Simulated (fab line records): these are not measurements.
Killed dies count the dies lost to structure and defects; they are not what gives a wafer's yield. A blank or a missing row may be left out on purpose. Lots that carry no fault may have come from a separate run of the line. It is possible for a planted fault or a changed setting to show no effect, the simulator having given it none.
Which of the tools did it? + flow berkeley_cmos170 + 14 lots (42 wafers sampled), 1 step of a 331-step route

WHAT EACH GAUGE READ, for each wafer
UCB170_START_BOW_MEAS_00. Usual: INCOMING_BOW typically reads 0 um, with standard deviation 6.6.
| lot  | measured    | on            | INCOMING_BOW (um) | flag |
|------|-------------|---------------|-------------------|------|
| L861 | day 1 10:02 | film_metro-01 | 1 -7 18           |      |
| L862 | day 1 15:00 | film_metro-01 | -11 1 -2          |      |
| L864 | day 2 01:01 | film_metro-02 | 2 -14 0           |      |
| L865 | day 2 06:00 | film_metro-03 | -3 -4 11          |      |
| L866 | day 2 11:01 | film_metro-03 | 7 -1 -8           |      |
| L867 | day 2 16:02 | film_metro-03 | -4 4 -3           |      |
| L868 | day 2 21:00 | film_metro-03 | 1 3 4             |      |
| L869 | day 3 02:00 | film_metro-01 | 2 -9 7            |      |
| L870 | day 3 07:00 | film_metro-03 | 12 -6 -1          |      |
| L874 | day 4 03:02 | film_metro-03 | 9 1 -8            |      |
| L880 | day 5 09:00 | film_metro-02 | -4 -9 -3          |      |
| L882 | day 5 19:00 | film_metro-03 | 1 0 2             |      |
| L883 | day 6 00:00 | film_metro-03 | 10 6 1            |      |
| L884 | day 6 05:00 | film_metro-01 | 2 3 -3            |      |

EACH LOT AND THE TOOL THAT RAN IT (in order: tool; ch and the chambers of the sampled wafers; start)
There is no process step in the record ahead of these readings.

WHAT THE TOOLS THEMSELVES READ (means of the sampled wafers that have a number; where no wafer has one, the mark that the record gives instead)
The record holds no such reading with a usual standard deviation.

THE ANSWER, worked out from the rows above alone
Rule: take the mean of a lot's wafers that have a number; if it is more than 3 standard deviations from the usual mean, the lot is off. A lot without any number at a reading at which 4 lots or more have one is off too. The other lots that the step has rows for count as sound. Order of review: gauges by route order, followed by the tools' own readings, for which a lot's mean as printed above is used. The first step at which some lot is off is used, and at that step the reading that is off furthest; a lot without a number counts as furthest.
Nothing can be told from this: no lot is off at any reading shown.

WHAT WAS PUT IN BY THE SIMULATOR
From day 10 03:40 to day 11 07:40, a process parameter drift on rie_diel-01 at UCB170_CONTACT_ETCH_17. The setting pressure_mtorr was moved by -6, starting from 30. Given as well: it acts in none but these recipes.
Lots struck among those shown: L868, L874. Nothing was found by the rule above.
